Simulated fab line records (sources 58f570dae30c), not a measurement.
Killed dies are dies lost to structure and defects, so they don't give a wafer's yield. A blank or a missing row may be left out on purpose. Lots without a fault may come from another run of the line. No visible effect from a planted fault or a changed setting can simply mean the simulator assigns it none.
fab line records || flow berkeleyCmos170 || part 2 of 2: steps 28 to 35 of 35
[record] {"lots": 5, "wafers": 15, "lastDay": 12}
route steps=331 shown V1@260 M2@271 V2@292
lots that met no fault: from a run of the same line without faults
startH: start of the lot's first displayed wafer, in hours after the record's first day || waitH: hours since the lot's step before || " same as the row above || L1.1+2: a single row standing in for several wafers || - value missing, or start not given || * or withheld: withheld || < > ~ a bound
route shown NAME@n: a module of which the file shows steps, and the number in the route of the first || usual: the fault-free wafers' mean and standard deviation || same: alike in all rows || chamber/n: place in a boat || sites: the reading at each site || _std_site: the standard deviation of these || _edge_site: inner sites' mean taken away from outer sites' mean || radiusMm: how far each site lies from the wafer's centre || mask NAME#n: copy n || behind: tool/chamber where the wafer was last shaped || hold: what put the lot on hold/how long, in hours/how the hold closed || device: the n, p or np transistor that did not switch || end of line: tests of these same wafers at the route's end || a step with no rows: only its recipe || killed: not the wafer's yield, but the dies lost to structure and defects at the first sort || map: shows each die of a wafer: x if killed, . if not, _ if none is there
set.NAME: the run value of the setting; set.NAME@STEP: its run value at that earlier step || model.NAME: the simulator's own value behind a step, which no gauge read
a table for each step, a row for each wafer; lots at some steps of the route
services: the hour from which a tool's chamber was out of use, counted from the record's first day as startH (under 0 if before that day), plus the number of hours and why
[[steps]]
[step UCB170_M2_OVL_MEAS_16]
[usual] {"M2_OVL": "1/4.5"}
{"lot.wafer": "L075.1", "tool": "overlay-02", "chamber": "-", "startH": 177.54, "waitH": 0.1, "M2_OVL[nm]": 0}
{"lot.wafer": "L075.2", "tool": "overlay-02", "chamber": "-", "startH": 177.54, "waitH": 0.1, "M2_OVL[nm]": 3}
{"lot.wafer": "L075.3", "tool": "overlay-02", "chamber": "-", "startH": 177.54, "waitH": 0.1, "M2_OVL[nm]": -3}
{"lot.wafer": "L084.1", "tool": "overlay-01", "chamber": "-", "startH": 246.54, "waitH": 0.1, "M2_OVL[nm]": 3}
{"lot.wafer": "L084.2", "tool": "overlay-01", "chamber": "-", "startH": 246.54, "waitH": 0.1, "M2_OVL[nm]": -3}
{"lot.wafer": "L084.6", "tool": "overlay-01", "chamber": "-", "startH": 246.54, "waitH": 0.1, "M2_OVL[nm]": 1}
{"lot.wafer": "L090.2", "tool": "overlay-02", "chamber": "-", "startH": 270.68, "waitH": 0.1, "M2_OVL[nm]": -6}
{"lot.wafer": "L090.3", "tool": "overlay-02", "chamber": "-", "startH": 270.68, "waitH": 0.1, "M2_OVL[nm]": -2}
{"lot.wafer": "L090.4", "tool": "overlay-02", "chamber": "-", "startH": 270.68, "waitH": 0.1, "M2_OVL[nm]": -5}
{"lot.wafer": "L091.2", "tool": "overlay-02", "chamber": "-", "startH": 272.67, "waitH": 0.1, "M2_OVL[nm]": -3}
{"lot.wafer": "L091.3", "tool": "overlay-02", "chamber": "-", "startH": 272.67, "waitH": 0.1, "M2_OVL[nm]": 3}
{"lot.wafer": "L091.4", "tool": "overlay-02", "chamber": "-", "startH": 272.67, "waitH": 0.1, "M2_OVL[nm]": 0}
{"lot.wafer": "L093.3", "tool": "overlay-02", "chamber": "-", "startH": 280.28, "waitH": 0.1, "M2_OVL[nm]": 1}
{"lot.wafer": "L093.5", "tool": "overlay-02", "chamber": "-", "startH": 280.28, "waitH": 0.1, "M2_OVL[nm]": -8}
{"lot.wafer": "L093.6", "tool": "overlay-02", "chamber": "-", "startH": 280.28, "waitH": 0.1, "M2_OVL[nm]": -1}
[step UCB170_M2_ETCH_17]
[recipe] {"chemistry": "N2/H2", "targetDepthA": "withheld", "overetchA": "withheld", "target": "BARC", "timeS": "withheld", "sourceW": 500, "biasW": 100, "pressureMtorr": 30, "n2FlowSccm": 100, "h2FlowSccm": 200}
[usual] {"drypumpMotorCurrentA": "5.8/0.43", "oesProductAu": "1.003/0.021", "throttleValvePct": "13.34/0.19"}
{"lot.wafer": "L075.1", "tool": "rieDiel-01", "chamber": 3, "startH": 177.58, "waitH": 0.0, "drypumpMotorCurrentA": 5.2, "oesProductAu": 0.998, "throttleValvePct": 13.65}
{"lot.wafer": "L075.2", "tool": "rieDiel-01", "chamber": 2, "startH": 177.58, "waitH": 0.0, "drypumpMotorCurrentA": 6.2, "oesProductAu": 1.025, "throttleValvePct": 13.40}
{"lot.wafer": "L075.3", "tool": "rieDiel-01", "chamber": 1, "startH": 177.58, "waitH": 0.0, "drypumpMotorCurrentA": 6.1, "oesProductAu": 0.996, "throttleValvePct": 13.65}
{"lot.wafer": "L084.1", "tool": "rieDiel-04", "chamber": 3, "startH": 246.58, "waitH": 0.0, "drypumpMotorCurrentA": 6.2, "oesProductAu": 0.999, "throttleValvePct": 13.22}
{"lot.wafer": "L084.2", "tool": "rieDiel-04", "chamber": 1, "startH": 246.58, "waitH": 0.0, "drypumpMotorCurrentA": 6.3, "oesProductAu": 1.028, "throttleValvePct": 13.24}
{"lot.wafer": "L084.6", "tool": "rieDiel-04", "chamber": 1, "startH": 246.58, "waitH": 0.0, "drypumpMotorCurrentA": 6.3, "oesProductAu": 1.022, "throttleValvePct": 13.24}
{"lot.wafer": "L090.2", "tool": "rieDiel-02", "chamber": 3, "startH": 270.71, "waitH": 0.0, "drypumpMotorCurrentA": 5.1, "oesProductAu": 0.993, "throttleValvePct": 13.09}
{"lot.wafer": "L090.3", "tool": "rieDiel-02", "chamber": 0, "startH": 270.71, "waitH": 0.0, "drypumpMotorCurrentA": 5.3, "oesProductAu": 1.022, "throttleValvePct": 13.03}
{"lot.wafer": "L090.4", "tool": "rieDiel-02", "chamber": 1, "startH": 270.71, "waitH": 0.0, "drypumpMotorCurrentA": 6.2, "oesProductAu": 0.957, "throttleValvePct": 13.50}
{"lot.wafer": "L091.2", "tool": "rieDiel-01", "chamber": 1, "startH": 272.70, "waitH": 0.0, "drypumpMotorCurrentA": 6.1, "oesProductAu": 0.980, "throttleValvePct": 13.67}
{"lot.wafer": "L091.3", "tool": "rieDiel-01", "chamber": 0, "startH": 272.70, "waitH": 0.0, "drypumpMotorCurrentA": 5.7, "oesProductAu": 1.013, "throttleValvePct": 13.21}
{"lot.wafer": "L091.4", "tool": "rieDiel-01", "chamber": 3, "startH": 272.70, "waitH": 0.0, "drypumpMotorCurrentA": 5.3, "oesProductAu": 0.997, "throttleValvePct": 13.66}
{"lot.wafer": "L093.3", "tool": "rieDiel-02", "chamber": 1, "startH": 280.30, "waitH": 0.0, "drypumpMotorCurrentA": 6.2, "oesProductAu": 0.967, "throttleValvePct": 13.51}
{"lot.wafer": "L093.5", "tool": "rieDiel-02", "chamber": 1, "startH": 280.30, "waitH": 0.0, "drypumpMotorCurrentA": 6.2, "oesProductAu": 0.964, "throttleValvePct": 13.52}
{"lot.wafer": "L093.6", "tool": "rieDiel-02", "chamber": 2, "startH": 280.30, "waitH": 0.0, "drypumpMotorCurrentA": 5.4, "oesProductAu": 0.994, "throttleValvePct": 13.47}
[step UCB170_M2_METAL_ETCH_18]
[recipe] {"chemistry": "Cl2/BCl3", "target": "Al", "stopOn": "SiO2", "pressureMtorr": 12, "targetDepthA": 11700, "overEtchFrac": 0.3, "timeS": 195, "icpW": 600, "biasW": 120, "Cl2_flow_sccm": 90, "bcl3FlowSccm": 45}
[usual] {"drypumpMotorCurrentA": "5.67/0.22", "mfcCl2Sccm": "89.99/0.27", "oesProductAu": "0.858/0.0081", "throttleValvePct": "24.36/0.29"}
{"lot.wafer": "L075.1", "tool": "rieMetal-01", "chamber": 0, "startH": 177.62, "waitH": "-", "drypumpMotorCurrentA": 6.09, "mfcCl2Sccm": 89.78, "oesProductAu": 0.864, "rfHoursCounterH": 7.6, "throttleValvePct": 24.87}
{"lot.wafer": "L075.2", "tool": "rieMetal-01", "chamber": 1, "startH": 177.62, "waitH": "-", "drypumpMotorCurrentA": 5.66, "mfcCl2Sccm": 90.21, "oesProductAu": 0.851, "rfHoursCounterH": 3.7, "throttleValvePct": 24.13}
{"lot.wafer": "L075.3", "tool": "rieMetal-01", "chamber": 0, "startH": 177.62, "waitH": "-", "drypumpMotorCurrentA": 6.11, "mfcCl2Sccm": 89.46, "oesProductAu": 0.876, "rfHoursCounterH": "-", "throttleValvePct": 24.90}
{"lot.wafer": "L084.1", "tool": "rieMetal-04", "chamber": 0, "startH": 246.62, "waitH": "-", "drypumpMotorCurrentA": 5.74, "mfcCl2Sccm": 89.82, "oesProductAu": 0.860, "rfHoursCounterH": 8.0, "throttleValvePct": 24.66}
{"lot.wafer": "L084.2", "tool": "rieMetal-04", "chamber": 1, "startH": 246.62, "waitH": "-", "drypumpMotorCurrentA": 5.54, "mfcCl2Sccm": 89.79, "oesProductAu": 0.854, "rfHoursCounterH": 12.5, "throttleValvePct": 24.14}
{"lot.wafer": "L084.6", "tool": "rieMetal-04", "chamber": 1, "startH": 246.62, "waitH": "-", "drypumpMotorCurrentA": 5.51, "mfcCl2Sccm": 90.08, "oesProductAu": 0.857, "rfHoursCounterH": "-", "throttleValvePct": 24.14}
{"lot.wafer": "L090.2", "tool": "rieMetal-03", "chamber": 1, "startH": 270.75, "waitH": "-", "drypumpMotorCurrentA": 5.80, "mfcCl2Sccm": 89.96, "oesProductAu": 0.858, "rfHoursCounterH": 9.8, "throttleValvePct": 24.07}
{"lot.wafer": "L090.3", "tool": "rieMetal-03", "chamber": 0, "startH": 270.75, "waitH": "-", "drypumpMotorCurrentA": 5.33, "mfcCl2Sccm": 89.47, "oesProductAu": 0.863, "rfHoursCounterH": "-", "throttleValvePct": 24.43}
{"lot.wafer": "L090.4", "tool": "rieMetal-03", "chamber": 1, "startH": 270.75, "waitH": "-", "drypumpMotorCurrentA": 5.80, "mfcCl2Sccm": 90.41, "oesProductAu": 0.854, "rfHoursCounterH": "-", "throttleValvePct": 24.08}
{"lot.wafer": "L091.2", "tool": "rieMetal-01", "chamber": 1, "startH": 272.75, "waitH": "-", "drypumpMotorCurrentA": 5.67, "mfcCl2Sccm": 89.83, "oesProductAu": 0.852, "rfHoursCounterH": 6.4, "throttleValvePct": 24.15}
{"lot.wafer": "L091.3", "tool": "rieMetal-01", "chamber": 1, "startH": 272.75, "waitH": "-", "drypumpMotorCurrentA": 5.68, "mfcCl2Sccm": 89.95, "oesProductAu": 0.851, "rfHoursCounterH": "-", "throttleValvePct": 24.12}
{"lot.wafer": "L091.4", "tool": "rieMetal-01", "chamber": 0, "startH": 272.75, "waitH": "-", "drypumpMotorCurrentA": 6.10, "mfcCl2Sccm": 89.84, "oesProductAu": 0.859, "rfHoursCounterH": "-", "throttleValvePct": 24.88}
{"lot.wafer": "L093.3", "tool": "rieMetal-03", "chamber": 1, "startH": 280.41, "waitH": "-", "drypumpMotorCurrentA": 5.75, "mfcCl2Sccm": 90.07, "oesProductAu": 0.853, "rfHoursCounterH": "-", "throttleValvePct": 24.09}
{"lot.wafer": "L093.5", "tool": "rieMetal-03", "chamber": 1, "startH": 280.41, "waitH": "-", "drypumpMotorCurrentA": 5.78, "mfcCl2Sccm": 90.20, "oesProductAu": 0.845, "rfHoursCounterH": "-", "throttleValvePct": 24.08}
{"lot.wafer": "L093.6", "tool": "rieMetal-03", "chamber": 0, "startH": 280.41, "waitH": "-", "drypumpMotorCurrentA": 5.32, "mfcCl2Sccm": 89.80, "oesProductAu": 0.854, "rfHoursCounterH": "-", "throttleValvePct": 24.43}
[step UCB170_M2_STRIP_19]
[recipe] {"chemistry": "O2", "powerW": 400, "pressureMtorr": 3500, "platenTempC": "withheld", "o2FlowSccm": 400, "overashFraction": 0.5}
[usual] {"drypumpMotorCurrentA": "5.6/0.37", "oesProductAu": "0.551/0.017"}
{"lot.wafer": "L075.1", "tool": "plasmaAsher-01", "chamber": 1, "startH": 177.81, "waitH": 0.1, "drypumpMotorCurrentA": 5.1, "oesProductAu": 0.523, "rfHoursCounterH": 7}
{"lot.wafer": "L075.2", "tool": "plasmaAsher-01", "chamber": 0, "startH": 177.81, "waitH": 0.1, "drypumpMotorCurrentA": 5.5, "oesProductAu": 0.583, "rfHoursCounterH": 7}
{"lot.wafer": "L075.3", "tool": "plasmaAsher-01", "chamber": 0, "startH": 177.81, "waitH": 0.1, "drypumpMotorCurrentA": 5.5, "oesProductAu": 0.531, "rfHoursCounterH": "-"}
{"lot.wafer": "L084.1", "tool": "plasmaAsher-02", "chamber": 0, "startH": 246.81, "waitH": 0.1, "drypumpMotorCurrentA": 5.5, "oesProductAu": 0.553, "rfHoursCounterH": 46}
{"lot.wafer": "L084.2", "tool": "plasmaAsher-02", "chamber": 1, "startH": 246.81, "waitH": 0.1, "drypumpMotorCurrentA": 6.2, "oesProductAu": 0.558, "rfHoursCounterH": 46}
{"lot.wafer": "L084.6", "tool": "plasmaAsher-02", "chamber": 1, "startH": 246.81, "waitH": 0.1, "drypumpMotorCurrentA": 6.2, "oesProductAu": 0.548, "rfHoursCounterH": "-"}
{"lot.wafer": "L090.2", "tool": "plasmaAsher-01", "chamber": 0, "startH": 270.94, "waitH": 0.1, "drypumpMotorCurrentA": 5.5, "oesProductAu": 0.528, "rfHoursCounterH": 17}
{"lot.wafer": "L090.3", "tool": "plasmaAsher-01", "chamber": 1, "startH": 270.94, "waitH": 0.1, "drypumpMotorCurrentA": 5.1, "oesProductAu": 0.551, "rfHoursCounterH": "-"}
{"lot.wafer": "L090.4", "tool": "plasmaAsher-01", "chamber": 0, "startH": 270.94, "waitH": 0.1, "drypumpMotorCurrentA": 5.5, "oesProductAu": 0.530, "rfHoursCounterH": "-"}
{"lot.wafer": "L091.2", "tool": "plasmaAsher-01", "chamber": 0, "startH": 272.93, "waitH": 0.1, "drypumpMotorCurrentA": 5.5, "oesProductAu": 0.570, "rfHoursCounterH": 18}
{"lot.wafer": "L091.3", "tool": "plasmaAsher-01", "chamber": 1, "startH": 272.93, "waitH": 0.1, "drypumpMotorCurrentA": 5.1, "oesProductAu": 0.564, "rfHoursCounterH": "-"}
{"lot.wafer": "L091.4", "tool": "plasmaAsher-01", "chamber": 0, "startH": 272.93, "waitH": 0.1, "drypumpMotorCurrentA": 5.5, "oesProductAu": 0.550, "rfHoursCounterH": "-"}
{"lot.wafer": "L093.3", "tool": "plasmaAsher-04", "chamber": 1, "startH": 280.56, "waitH": 0.1, "drypumpMotorCurrentA": 5.6, "oesProductAu": 0.533, "rfHoursCounterH": "-"}
{"lot.wafer": "L093.5", "tool": "plasmaAsher-04", "chamber": 1, "startH": 280.56, "waitH": 0.1, "drypumpMotorCurrentA": 5.6, "oesProductAu": 0.522, "rfHoursCounterH": "-"}
{"lot.wafer": "L093.6", "tool": "plasmaAsher-04", "chamber": 0, "startH": 280.56, "waitH": 0.1, "drypumpMotorCurrentA": 6.1, "oesProductAu": 0.558, "rfHoursCounterH": "-"}
[step UCB170_M2_CD_MEAS_90]
[recipe] {"targetCdNm": 700}
[usual] {"cdNm": "698/4.7"}
{"lot.wafer": "L075.1", "tool": "cdSem-01", "chamber": "-", "startH": 177.91, "waitH": 0.1, "cdNm": 693}
{"lot.wafer": "L075.2", "tool": "cdSem-01", "chamber": "-", "startH": 177.91, "waitH": 0.1, "cdNm": 696}
{"lot.wafer": "L075.3", "tool": "cdSem-01", "chamber": "-", "startH": 177.91, "waitH": 0.1, "cdNm": 692}
{"lot.wafer": "L084.1", "tool": "cdSem-02", "chamber": "-", "startH": 246.91, "waitH": 0.1, "cdNm": 697}
{"lot.wafer": "L084.2", "tool": "cdSem-02", "chamber": "-", "startH": 246.91, "waitH": 0.1, "cdNm": 706}
{"lot.wafer": "L084.6", "tool": "cdSem-02", "chamber": "-", "startH": 246.91, "waitH": 0.1, "cdNm": 706}
{"lot.wafer": "L090.2", "tool": "cdSem-02", "chamber": "-", "startH": 271.06, "waitH": 0.1, "cdNm": 694}
{"lot.wafer": "L090.3", "tool": "cdSem-02", "chamber": "-", "startH": 271.06, "waitH": 0.1, "cdNm": 694}
{"lot.wafer": "L090.4", "tool": "cdSem-02", "chamber": "-", "startH": 271.06, "waitH": 0.1, "cdNm": 693}
{"lot.wafer": "L091.2", "tool": "cdSem-02", "chamber": "-", "startH": 273.09, "waitH": 0.1, "cdNm": 694}
{"lot.wafer": "L091.3", "tool": "cdSem-02", "chamber": "-", "startH": 273.09, "waitH": 0.1, "cdNm": 693}
{"lot.wafer": "L091.4", "tool": "cdSem-02", "chamber": "-", "startH": 273.09, "waitH": 0.1, "cdNm": 695}
{"lot.wafer": "L093.3", "tool": "cdSem-02", "chamber": "-", "startH": 280.67, "waitH": 0.1, "cdNm": 695}
{"lot.wafer": "L093.5", "tool": "cdSem-02", "chamber": "-", "startH": 280.67, "waitH": 0.1, "cdNm": 691}
{"lot.wafer": "L093.6", "tool": "cdSem-02", "chamber": "-", "startH": 280.67, "waitH": 0.1, "cdNm": 693}
[step UCB170_V2_CVD_00]
[recipe] {"material": "SiO2", "targetThkNm": 2000, "tempC": 390, "precursor": "TEOS/O2", "timeS": 250, "rfW": 550, "pressureMtorr": 9000}
[usual] {"heaterPowerW": "264/56"}
{"lot.wafer": "L075.1", "tool": "pecvd-04", "chamber": 2, "startH": 178.03, "waitH": 0.1, "heaterPowerW": 242}
{"lot.wafer": "L075.2", "tool": "pecvd-04", "chamber": 1, "startH": 178.03, "waitH": 0.1, "heaterPowerW": 298}
{"lot.wafer": "L075.3", "tool": "pecvd-04", "chamber": 0, "startH": 178.03, "waitH": 0.1, "heaterPowerW": 351}
{"lot.wafer": "L084.1", "tool": "pecvd-01", "chamber": 0, "startH": 247.03, "waitH": 0.1, "heaterPowerW": 261}
{"lot.wafer": "L084.2", "tool": "pecvd-01", "chamber": 1, "startH": 247.03, "waitH": 0.1, "heaterPowerW": 314}
{"lot.wafer": "L084.6", "tool": "pecvd-01", "chamber": 0, "startH": 247.03, "waitH": 0.1, "heaterPowerW": 178}
{"lot.wafer": "L090.2", "tool": "pecvd-03", "chamber": 2, "startH": 271.16, "waitH": 0.1, "heaterPowerW": 287}
{"lot.wafer": "L090.3", "tool": "pecvd-03", "chamber": 1, "startH": 271.16, "waitH": 0.1, "heaterPowerW": 264}
{"lot.wafer": "L090.4", "tool": "pecvd-03", "chamber": 0, "startH": 271.16, "waitH": 0.1, "heaterPowerW": 196}
{"lot.wafer": "L091.2", "tool": "pecvd-03", "chamber": 0, "startH": 273.19, "waitH": 0.1, "heaterPowerW": 255}
{"lot.wafer": "L091.3", "tool": "pecvd-03", "chamber": 1, "startH": 273.19, "waitH": 0.1, "heaterPowerW": 299}
{"lot.wafer": "L091.4", "tool": "pecvd-03", "chamber": 1, "startH": 273.19, "waitH": 0.1, "heaterPowerW": 212}
{"lot.wafer": "L093.3", "tool": "pecvd-01", "chamber": 0, "startH": 280.75, "waitH": 0.1, "heaterPowerW": 190}
{"lot.wafer": "L093.5", "tool": "pecvd-01", "chamber": 2, "startH": 280.75, "waitH": 0.1, "heaterPowerW": 270}
{"lot.wafer": "L093.6", "tool": "pecvd-01", "chamber": 0, "startH": 280.75, "waitH": 0.1, "heaterPowerW": 253}
[step UCB170_V2_THK_MEAS_01]
[recipe] {"reads": "SiO2_of_V2_CVD_00"}
[usual] {"V2_TEOS_THK": "2001/33"}
{"lot.wafer": "L075.1", "tool": "filmMetro-01", "chamber": "-", "startH": 178.18, "waitH": 0.1, "V2_TEOS_THK[nm]": 2000}
{"lot.wafer": "L075.2", "tool": "filmMetro-01", "chamber": "-", "startH": 178.18, "waitH": 0.1, "V2_TEOS_THK[nm]": 1957}
{"lot.wafer": "L075.3", "tool": "filmMetro-01", "chamber": "-", "startH": 178.18, "waitH": 0.1, "V2_TEOS_THK[nm]": 1958}
{"lot.wafer": "L084.1", "tool": "filmMetro-03", "chamber": "-", "startH": 247.18, "waitH": 0.1, "V2_TEOS_THK[nm]": 2004}
{"lot.wafer": "L084.2", "tool": "filmMetro-03", "chamber": "-", "startH": 247.18, "waitH": 0.1, "V2_TEOS_THK[nm]": 2000}
{"lot.wafer": "L084.6", "tool": "filmMetro-03", "chamber": "-", "startH": 247.18, "waitH": 0.1, "V2_TEOS_THK[nm]": 2044}
{"lot.wafer": "L090.2", "tool": "filmMetro-04", "chamber": "-", "startH": 271.32, "waitH": 0.1, "V2_TEOS_THK[nm]": 2019}
{"lot.wafer": "L090.3", "tool": "filmMetro-04", "chamber": "-", "startH": 271.32, "waitH": 0.1, "V2_TEOS_THK[nm]": 2047}
{"lot.wafer": "L090.4", "tool": "filmMetro-04", "chamber": "-", "startH": 271.32, "waitH": 0.1, "V2_TEOS_THK[nm]": 2059}
{"lot.wafer": "L091.2", "tool": "filmMetro-04", "chamber": "-", "startH": 273.35, "waitH": 0.1, "V2_TEOS_THK[nm]": 2006}
{"lot.wafer": "L091.3", "tool": "filmMetro-04", "chamber": "-", "startH": 273.35, "waitH": 0.1, "V2_TEOS_THK[nm]": 2034}
{"lot.wafer": "L091.4", "tool": "filmMetro-04", "chamber": "-", "startH": 273.35, "waitH": 0.1, "V2_TEOS_THK[nm]": 2074}
{"lot.wafer": "L093.3", "tool": "filmMetro-04", "chamber": "-", "startH": 280.93, "waitH": 0.1, "V2_TEOS_THK[nm]": 2004}
{"lot.wafer": "L093.5", "tool": "filmMetro-04", "chamber": "-", "startH": 280.93, "waitH": 0.1, "V2_TEOS_THK[nm]": 2008}
{"lot.wafer": "L093.6", "tool": "filmMetro-04", "chamber": "-", "startH": 280.93, "waitH": 0.1, "V2_TEOS_THK[nm]": 2049}
[step UCB170_V2_CMP_02]
[recipe] {"material": "SiO2", "downForcePsi": 6, "platenRpm": 60, "padVelocityMS": 0.75398}
[usual] {"edgeZonePressureFrac": "1.000/0.0052", "motorCurrentA": "17.0/1.8"}
{"lot.wafer": "L075.1", "tool": "cmp-02", "chamber": 0, "startH": 178.24, "waitH": 0.1, "edgeZonePressureFrac": 0.990, "motorCurrentA": 15.2}
{"lot.wafer": "L075.2", "tool": "cmp-02", "chamber": 1, "startH": 178.24, "waitH": 0.1, "edgeZonePressureFrac": 1.003, "motorCurrentA": 15.2}
{"lot.wafer": "L075.3", "tool": "cmp-02", "chamber": 3, "startH": 178.24, "waitH": 0.1, "edgeZonePressureFrac": 1.006, "motorCurrentA": 15.4}
{"lot.wafer": "L084.1", "tool": "cmp-01", "chamber": 3, "startH": 247.34, "waitH": 0.1, "edgeZonePressureFrac": 1.003, "motorCurrentA": 17.2}
{"lot.wafer": "L084.2", "tool": "cmp-01", "chamber": 0, "startH": 247.34, "waitH": 0.1, "edgeZonePressureFrac": 1.001, "motorCurrentA": 19.4}
{"lot.wafer": "L084.6", "tool": "cmp-01", "chamber": 1, "startH": 247.34, "waitH": 0.1, "edgeZonePressureFrac": 0.995, "motorCurrentA": 19.0}
{"lot.wafer": "L090.2", "tool": "cmp-02", "chamber": 1, "startH": 271.37, "waitH": 0.0, "edgeZonePressureFrac": 0.995, "motorCurrentA": 14.7}
{"lot.wafer": "L090.3", "tool": "cmp-02", "chamber": 3, "startH": 271.37, "waitH": 0.0, "edgeZonePressureFrac": 1.011, "motorCurrentA": 15.3}
{"lot.wafer": "L090.4", "tool": "cmp-02", "chamber": 0, "startH": 271.37, "waitH": 0.0, "edgeZonePressureFrac": 1.004, "motorCurrentA": 14.8}
{"lot.wafer": "L091.4", "tool": "cmp-02", "chamber": 1, "startH": 273.45, "waitH": 0.1, "edgeZonePressureFrac": 0.997, "motorCurrentA": 14.9}
{"lot.wafer": "L091.3", "tool": "cmp-02", "chamber": 2, "startH": 273.45, "waitH": 0.1, "edgeZonePressureFrac": 1.012, "motorCurrentA": 18.2}
{"lot.wafer": "L091.2", "tool": "cmp-02", "chamber": 3, "startH": 273.45, "waitH": 0.1, "edgeZonePressureFrac": 0.993, "motorCurrentA": 15.9}
{"lot.wafer": "L093.3", "tool": "cmp-02", "chamber": 3, "startH": 281.07, "waitH": 0.1, "edgeZonePressureFrac": 0.993, "motorCurrentA": 16.3}
{"lot.wafer": "L093.5", "tool": "cmp-02", "chamber": 1, "startH": 281.07, "waitH": 0.1, "edgeZonePressureFrac": 0.996, "motorCurrentA": 14.5}
{"lot.wafer": "L093.6", "tool": "cmp-02", "chamber": 2, "startH": 281.07, "waitH": 0.1, "edgeZonePressureFrac": 0.999, "motorCurrentA": 18.1}
[[services]]
{"tool": "rieMetal-03", "chamber": "-", "startH": 153.59, "hours": 0.3, "kind": "repair"}
{"tool": "krfScanner-02", "chamber": "-", "startH": 163.68, "hours": 1.3, "kind": "pm"}
{"tool": "pvdSputter-03", "chamber": "-", "startH": 175.74, "hours": 24.0, "kind": "repair"}
{"tool": "krfScanner-02", "chamber": "-", "startH": 192.50, "hours": 4.0, "kind": "pm"}
{"tool": "pvdSputter-04", "chamber": "-", "startH": 205.02, "hours": 1.7, "kind": "repair"}
{"tool": "krfScanner-02", "chamber": "-", "startH": 207.80, "hours": 0.8, "kind": "pm"}
{"tool": "krfScanner-01", "chamber": "-", "startH": 210.83, "hours": 1.3, "kind": "pm"}
{"tool": "krfScanner-02", "chamber": "-", "startH": 212.14, "hours": 0.7, "kind": "repair"}
{"tool": "pvdSputter-01", "chamber": "-", "startH": 219.64, "hours": 0.7, "kind": "repair"}
{"tool": "pvdSputter-03", "chamber": "-", "startH": 223.86, "hours": 9.8, "kind": "repair"}
{"tool": "krfScanner-01", "chamber": "-", "startH": 230.30, "hours": 0.8, "kind": "pm"}
{"tool": "cmp-02", "chamber": "-", "startH": 230.45, "hours": 3.4, "kind": "repair"}
{"tool": "krfScanner-02", "chamber": "-", "startH": 231.18, "hours": 0.2, "kind": "repair"}
{"tool": "krfScanner-01", "chamber": "-", "startH": 231.87, "hours": 0.5, "kind": "repair"}
{"tool": "cmp-02", "chamber": "-", "startH": 233.80, "hours": 4.0, "kind": "pm"}
{"tool": "pvdSputter-03", "chamber": "-", "startH": 235.77, "hours": 1.4, "kind": "repair"}
{"tool": "krfScanner-01", "chamber": "-", "startH": 236.48, "hours": 4.0, "kind": "pm"}
{"tool": "wetBench-01", "chamber": "-", "startH": 239.15, "hours": 1.0, "kind": "repair"}
{"tool": "krfScanner-01", "chamber": "-", "startH": 242.42, "hours": 3.6, "kind": "pm"}
{"tool": "pecvd-03", "chamber": "-", "startH": 242.50, "hours": 14.0, "kind": "pm"}
{"tool": "krfScanner-02", "chamber": "-", "startH": 250.34, "hours": 1.0, "kind": "pm"}
{"tool": "plasmaAsher-04", "chamber": "-", "startH": 250.73, "hours": 4.9, "kind": "repair"}
{"tool": "pvdSputter-01", "chamber": "-", "startH": 259.50, "hours": 4.0, "kind": "repair"}
{"tool": "krfScanner-01", "chamber": "-", "startH": 279.65, "hours": 1.0, "kind": "pm"}
